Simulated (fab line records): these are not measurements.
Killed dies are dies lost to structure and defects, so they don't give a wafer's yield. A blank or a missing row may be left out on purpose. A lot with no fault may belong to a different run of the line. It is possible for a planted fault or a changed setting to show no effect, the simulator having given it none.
Tool commonality check -- flow berkeley-cmos170 -- 42 wafers sampled across 14 lots

## WHY IT WAS OPENED
At UCB170_SDANNEAL_RS_MEAS_05 the reading NLDD_RS is flagged on 2 of 14 lots. Fault-free wafers read 616.3 ohm/sq, with a standard deviation of 1.6.
Rule: a lot is flagged in two cases, either no wafer of it has a number, or all its wafers with numbers fall more than 4 standard deviations from that mean. The rest of the lots are taken to be sound.

lot,measured,on,"NLDD_RS (ohm/sq), wafer by wafer",flag
L149,day 7 18:09,film-metro-03,615.2 616.6 616.6,
L151,day 8 09:54,film-metro-03,615.7 615.4 614.9,
L154,day 8 17:42,film-metro-04,617.2 617.4 617.9,
L152,day 8 17:55,film-metro-02,617.1 615.8 616.5,
L153,day 8 18:04,film-metro-03,614.6 616.5 615.4,
L157,day 9 10:07,film-metro-02,614.9 616.4 616.0,
L156,day 9 10:29,film-metro-04,617.7 617.6 617.5,
L160,day 10 04:46,film-metro-02,616.8 615.9 616.1,
L158,day 10 04:48,film-metro-03,618.6 614.3 615.7,
L159,day 10 05:00,film-metro-04,618.0 617.4 617.4,
L162,day 10 12:32,film-metro-03,614.3 613.8 614.4,
L164,day 11 07:14,film-metro-04,644.5 644.7 643.1,FLAGGED
L169,day 13 02:55,film-metro-03,642.1 641.0 642.6,FLAGGED
L171,day 13 11:06,film-metro-02,617.2 615.0 617.9,
The numbers of the flagged lots are 643.0 ohm/sq on average: +26.7 ohm/sq against the usual, or +17 standard deviations.

## TOOL THAT RAN EACH LOT
Before the reading, the record contains 2 process steps out of a 331-step route. Each cell gives the tool, then ch followed by the chambers the sampled wafers passed through, then the start.
lot,flag,UCB170_NLDD_IMPLANT_08,UCB170_SDANNEAL_RTA_00
L149,,"implanter-04 ch 0, day 7 02:04","rtp-anneal-02 ch 0, day 7 17:40"
L151,,"implanter-04 ch 0, day 7 20:45","rtp-anneal-02 ch 0, day 8 09:24"
L154,,"implanter-01 ch 0, day 8 04:23","rtp-anneal-01 ch 0, day 8 17:13"
L152,,"implanter-04 ch 0, day 8 05:29","rtp-anneal-02 ch 0, day 8 17:26"
L153,,"implanter-01 ch 0, day 8 04:56","rtp-anneal-01 ch 0, day 8 17:35"
L157,,"implanter-01 ch 0, day 8 20:32","rtp-anneal-02 ch 0, day 9 09:37"
L156,,"implanter-01 ch 0, day 8 21:10","rtp-anneal-01 ch 0, day 9 09:59"
L160,,"implanter-01 ch 0, day 9 17:23","rtp-anneal-01 ch 0, day 10 04:15"
L158,,"implanter-04 ch 0, day 9 17:41","rtp-anneal-02 ch 0, day 10 04:19"
L159,,"implanter-01 ch 0, day 9 18:00","rtp-anneal-01 ch 0, day 10 04:31"
L162,,"implanter-01 ch 0, day 9 23:11","rtp-anneal-01 ch 0, day 10 12:03"
L164,FLAGGED,"implanter-01 ch 0, day 10 16:20","rtp-anneal-01 ch 0, day 11 06:45"
L169,FLAGGED,"implanter-01 ch 0, day 12 08:11","rtp-anneal-01 ch 0, day 13 02:26"
L171,,"implanter-04 ch 0, day 12 19:18","rtp-anneal-02 ch 0, day 13 10:16"
What the steps here do:
- UCB170_NLDD_IMPLANT_08
- UCB170_SDANNEAL_RTA_00: time 10 s.
- UCB170_SDANNEAL_RS_MEAS_05: measures by four-point-probe.

## FLAGGED AGAINST TOTAL, ONE TOOL AT A TIME (gauges that did the reading follow at the end)
step,tool,lots run,flagged,share of the flagged lots,sound lots run after its first flagged lot
UCB170_NLDD_IMPLANT_08,implanter-01,9,2,all,0
UCB170_NLDD_IMPLANT_08,implanter-04,5,0,none,-
UCB170_SDANNEAL_RTA_00,rtp-anneal-01,8,2,all,0
UCB170_SDANNEAL_RTA_00,rtp-anneal-02,6,0,none,-
UCB170_SDANNEAL_RS_MEAS_05,film-metro-02,4,0,none,-
UCB170_SDANNEAL_RS_MEAS_05,film-metro-03,6,1,some,0
UCB170_SDANNEAL_RS_MEAS_05,film-metro-04,4,1,some,0

## WHAT THE TABLE ALLOWS
implanter-01 at UCB170_NLDD_IMPLANT_08 and rtp-anneal-01 at UCB170_SDANNEAL_RTA_00 are the 2 rows of the table that ran each flagged lot.
- implanter-01 at UCB170_NLDD_IMPLANT_08: 2 of its 9 lots flagged. A fault beginning between L162 (day 9 23:11), its last sound lot, and L164 (day 10 16:20), its first flagged one, fits the data. Its own readings (dose-ions-cm2, faraday-current-uA) fall more than 4 standard deviations out on all wafers of the flagged lots.
- rtp-anneal-01 at UCB170_SDANNEAL_RTA_00: 2 of its 8 lots flagged. A fault beginning between L162 (day 10 12:03), its last sound lot, and L164 (day 11 06:45), its first flagged one, fits the data.
Counting lots can't tell these 2 tools apart, because each fits a fault that began at some hour. More lots, or a look at what each step does to the wafer, might.

## WHAT THE SIMULATOR HAD PUT IN
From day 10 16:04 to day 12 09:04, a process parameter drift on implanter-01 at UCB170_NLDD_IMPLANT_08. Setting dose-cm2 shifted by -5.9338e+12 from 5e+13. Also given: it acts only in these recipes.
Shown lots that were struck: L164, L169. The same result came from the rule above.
